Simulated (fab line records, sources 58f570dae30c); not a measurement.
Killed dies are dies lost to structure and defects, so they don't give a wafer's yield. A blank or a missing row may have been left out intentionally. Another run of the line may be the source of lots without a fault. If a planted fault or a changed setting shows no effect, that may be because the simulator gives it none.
A struck lot beside a sound one / flow berkeleyCmos170 / 19 out of 331 route steps
Sound: these wafers, L833.2, L833.3, L833.4. Wafers L837.1, L837.4, L837.5 were the ones struck. The cause is given at the end.
For every step that has rows: the tool of each side, followed by ch and its chambers, followed by its first start. Under that, the readings that differ: sound wafers / struck wafers / difference of the means / sigmas: that difference in standard deviations of wafers without a fault.
alike: same words and numbers on both sides, and readings whose means sit less than 2 such deviations apart. not compared: any withheld reading, any reading some wafer has no value for, any bound like >300 that may hide the same value, and any number with overlapping values for which the record gives no deviation.
Wherever a step has rows on one side only, a row that says differs or no value, or a row with sigmas, the two part there. Numbers that don't overlap but have no deviation are shown without sigmas and don't part them. A reading missing from all wafers of one side parts the sides only when that side holds two or more wafers.

first, 3 steps without rows for these wafers: UCB170_GATE_EXPOSE_09 (exposes mask POLY, target cd 350 nm); UCB170_GATE_PEB_10; UCB170_GATE_DEVELOP_11 (develop time 45 s).
UCB170_GATE_CD_MEAS_12: the cd target is 350 nm.
  sound on cdSem-01, day 8 19:31; struck on cdSem-01, day 9 11:39
  alike: cdNm
UCB170_GATE_OVL_MEAS_13:
  sound on overlay-02, day 8 19:37; struck on overlay-02, day 9 11:46
  alike: GATE_OVL
UCB170_GATE_ETCH_14: etches BARC in N2/H2.
  sound on rieDiel-03 ch 0,2,3, day 8 19:39; struck on rieDiel-02 ch 1,3, day 9 11:48
  alike: chamberPressureMTorr, drypumpMotorCurrentA, oesProductAu, throttleValvePct
UCB170_GATE_ETCH_15: etches poly-Si in HBr/Cl2, stops on SiO2, time 56.3 s, target depth 278.2 nm.
  sound on rieSi-02 ch 0,1,2, day 8 19:42; struck on rieSi-02 ch 0,2,3, day 9 11:51
  alike: chamberPressureMTorr, drypumpMotorCurrentA, oesProductAu, throttleValvePct
  not compared: rfHoursCounterH
UCB170_GATE_STRIP_16: strips in O2.
  sound on plasmaAsher-03 ch 0,1, day 8 19:44; struck on plasmaAsher-04 ch 0,1, day 9 11:53
  alike: chamberPressureMTorr, drypumpMotorCurrentA, oesProductAu
  not compared: rfHoursCounterH
UCB170_GATE_CD_MEAS_90: the cd target is 350 nm.
  sound on cdSem-01, day 8 19:52; struck on cdSem-02, day 9 11:59
  alike: cdNm
then, 3 steps without rows for these wafers: UCB170_GATE_CLEAN_17 (cleans in SPM, time 600 s); UCB170_PLDD_HMDS_00 (prime time 60 s); UCB170_PLDD_COAT_01 (resist thk 900 nm).
UCB170_PLDD_SOFTBAKE_02: time 60 s.
  sound on lithoTrack-04 ch 0, day 8 20:38; struck on lithoTrack-04 ch 0, day 9 12:46
reading=heaterPowerTotalW (W); sound=56.81 56.80 56.78; struck=59.27 59.25 59.31; difference=+2.48; sigmas=+56
reading=plateTempC (C); sound=129.84 129.80 129.73; struck=134.41 134.05 134.22; difference=+4.44; sigmas=+34
reading=model.KrF_of_PLDD_COAT_01.thkNm (nm); sound=907.7 904 905.9; struck=898.8 896.3 897.6; difference=-8.3; sigmas=
then, 2 steps without rows for these wafers: UCB170_PLDD_EXPOSE_03 (exposes mask PSELECT, target cd 1200 nm); UCB170_PLDD_PEB_04.
UCB170_PLDD_DEVELOP_05: develop time 45 s.
  sound on lithoTrack-02 ch 0; struck on lithoTrack-02 ch 0
reading=model.KrF_of_PLDD_COAT_01.thkNm (nm); sound=893.5 889.8 891.6; struck=884.6 882.1 883.4; difference=-8.3; sigmas=
UCB170_PLDD_CD_MEAS_06: the cd target is 1200 nm.
  sound on cdSem-01, day 8 21:19; struck on cdSem-02, day 9 13:52
reading=cdNm (nm); sound=1201.2 1203.1 1202.7; struck=1211.5 1210.1 1210.5; difference=+8.4; sigmas=+6
UCB170_PLDD_OVL_MEAS_07:
  sound on overlay-01, day 8 21:26; struck on overlay-01, day 9 13:59
  alike: PLDD_OVL
UCB170_M3_PROBE_99:
  rows exist in the record for the struck wafers here (prober-02, day 11 00:13), but not for the sound ones

WHERE THEY PART
First at UCB170_PLDD_SOFTBAKE_02; last, within this record, at UCB170_M3_PROBE_99.

WHY: what the simulator had put in
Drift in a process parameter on lithoTrack-04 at UCB170_PLDD_SOFTBAKE_02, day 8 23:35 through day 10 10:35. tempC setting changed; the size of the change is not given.
